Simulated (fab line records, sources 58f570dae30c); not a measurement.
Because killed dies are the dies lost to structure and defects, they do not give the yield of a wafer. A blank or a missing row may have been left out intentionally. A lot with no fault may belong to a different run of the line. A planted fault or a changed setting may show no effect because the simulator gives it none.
Which of the tools did it? | flow berkeley cmos170 | Sampling: 14 lots, 42 wafers, 3 of 331 route steps

== WHAT THE GAUGES READ, wafer by wafer ==
UCB170_ACTIVE_THK_MEAS_06.
lot  | measured    | on            | ACTIVE_NITRIDE_THK (nm)
L524 | day 4 11:16 | film metro-02 | 218.6 218.2 218.7
L525 | day 4 11:17 | film metro-04 | 220.3 219.9 220.3
L527 | day 5 04:10 | film metro-01 | 223.7 223.7 222.1
L526 | day 5 04:11 | film metro-04 | 220.3 222.4 221.6
L528 | day 5 04:13 | film metro-02 | 221.2 219.8 220.9
L529 | day 5 12:50 | film metro-02 | 221.8 221.2 221.1
L530 | day 5 15:56 | film metro-02 | 222.1 221.4 221.4
L531 | day 5 23:30 | film metro-04 | 219.2 219.2 217.4
L538 | day 7 19:48 | film metro-04 | 220.0 218.9 219.8
L541 | day 8 00:40 | film metro-01 | 219.0 218.2 218.4
L540 | day 8 00:40 | film metro-02 | 222.2 219.5 220.3
L542 | day 8 00:40 | film metro-04 | 221.2 221.4 221.8
L544 | day 9 00:07 | film metro-01 | 220.3 220.7 219.6
L545 | day 9 00:06 | film metro-04 | 222.8 219.4 219.1

UCB170_PLDD_OVL_MEAS_07.
lot  | measured     | on         | PLDD_OVL (nm)
L524 | day 6 15:35  | overlay-02 | -6 2 -3
L525 | day 6 16:06  | overlay-02 | 4 -4 -7
L527 | day 7 06:12  | overlay-02 | 7 6 0
L526 | day 7 06:45  | overlay-02 | 4 -5 4
L528 | day 7 07:05  | overlay-01 | 4 -2 -2
L529 | day 7 18:16  | overlay-02 | 3 6 -4
L530 | day 7 23:10  | overlay-01 | -5 -9 -6
L531 | day 8 09:01  | overlay-01 | 3 6 10
L538 | day 9 14:31  | overlay-02 | -2 -1 -3
L541 | day 9 22:53  | overlay-02 | 2 10 3
L540 | day 9 23:08  | overlay-01 | 11 8 4
L542 | day 9 23:22  | overlay-02 | -7 2 -1
L544 | day 11 06:22 | overlay-02 | -7 3 4
L545 | day 11 04:53 | overlay-02 | -4 -4 -3

== TOOL THAT RAN EACH LOT (tool first, then ch and the chambers of the sampled wafers, then the start) ==
lot  | UCB170_PWELL_ETCH_14
L524 | rie diel-01 ch 2,3, day 3 04:49
L525 | rie diel-01 ch 1,2,3, day 3 11:03
L527 | rie diel-01 ch 0,1,2, day 3 18:26
L526 | rie diel-04 ch 0,1,2, day 3 18:31
L528 | rie diel-01 ch 0,1, day 3 18:47
L529 | rie diel-04 ch 0,1,2, day 4 04:59
L530 | rie diel-01 ch 0,1,2, day 4 10:32
L531 | rie diel-01 ch 0,1, day 4 16:34
L538 | rie diel-04 ch 1,2,3, day 6 12:02
L541 | rie diel-03 ch 0,2,3, day 6 16:38
L540 | rie diel-04 ch 0,2,3, day 6 16:55
L542 | rie diel-03 ch 0,2,3, day 6 22:09
L544 | rie diel-01 ch 0,2,3, day 7 14:53
L545 | rie diel-01 ch 0,2,3, day 7 20:10
- UCB170_PWELL_ETCH_14: etches Si3N4 in CH3F/Ar/O2, stops on SiO2, target depth 242 nm, time 151 s.

== AS READ BY THE TOOLS THEMSELVES (means over the sampled wafers that have a number; for cases with no such wafer, the mark the record gives instead) ==
UCB170_PWELL_ETCH_14.
lot  | tool        | drypump motor current A (A) | oes product au (a.u.) | throttle valve pct (%)
L524 | rie diel-01 | 5.62                        | 0.942                 | 8.17
L525 | rie diel-01 | 5.51                        | 0.938                 | 8.14
L527 | rie diel-01 | 5.29                        | 0.951                 | 8.05
L526 | rie diel-04 | 5.52                        | 0.942                 | 8.09
L528 | rie diel-01 | 5.14                        | 0.939                 | 8.08
L529 | rie diel-04 | 5.52                        | 0.933                 | 8.09
L530 | rie diel-01 | 5.30                        | 0.943                 | 8.04
L531 | rie diel-01 | 5.11                        | 0.944                 | 8.09
L538 | rie diel-04 | 5.41                        | 0.936                 | 8.10
L541 | rie diel-03 | 5.68                        | 0.929                 | 8.08
L540 | rie diel-04 | 5.36                        | 0.931                 | 8.05
L542 | rie diel-03 | 5.68                        | 0.930                 | 8.08
L544 | rie diel-01 | 5.40                        | 0.941                 | 8.06
L545 | rie diel-01 | 5.39                        | 0.938                 | 8.06

== THE ANSWER, worked out from the rows above alone ==
Rule: the lots themselves supply what counts as usual. Put in order of their means at a reading, lots are off if they are a third of the lots or fewer, leave a main group of 4 or more, and stand apart from it by a gap of 3 or more times the standard deviation of the main group's means; of several such gaps the widest counts. A main group is skipped when, at the precision printed for the reading in the tables above, its means are all equal. Also off: a lot with no number at a reading for which 4 or more lots have one. Where the step has rows for the other lots, those lots are counted as sound. After the gauges, taken in route order, come the tools' own readings; for these a lot's mean is taken, as printed above. At the first step where some lot is off, the reading lying furthest off is the one used; lots without a number count as furthest.
No lot is off at any reading shown: from this, nothing can be told.

== WHAT WAS PUT IN BY THE SIMULATOR ==
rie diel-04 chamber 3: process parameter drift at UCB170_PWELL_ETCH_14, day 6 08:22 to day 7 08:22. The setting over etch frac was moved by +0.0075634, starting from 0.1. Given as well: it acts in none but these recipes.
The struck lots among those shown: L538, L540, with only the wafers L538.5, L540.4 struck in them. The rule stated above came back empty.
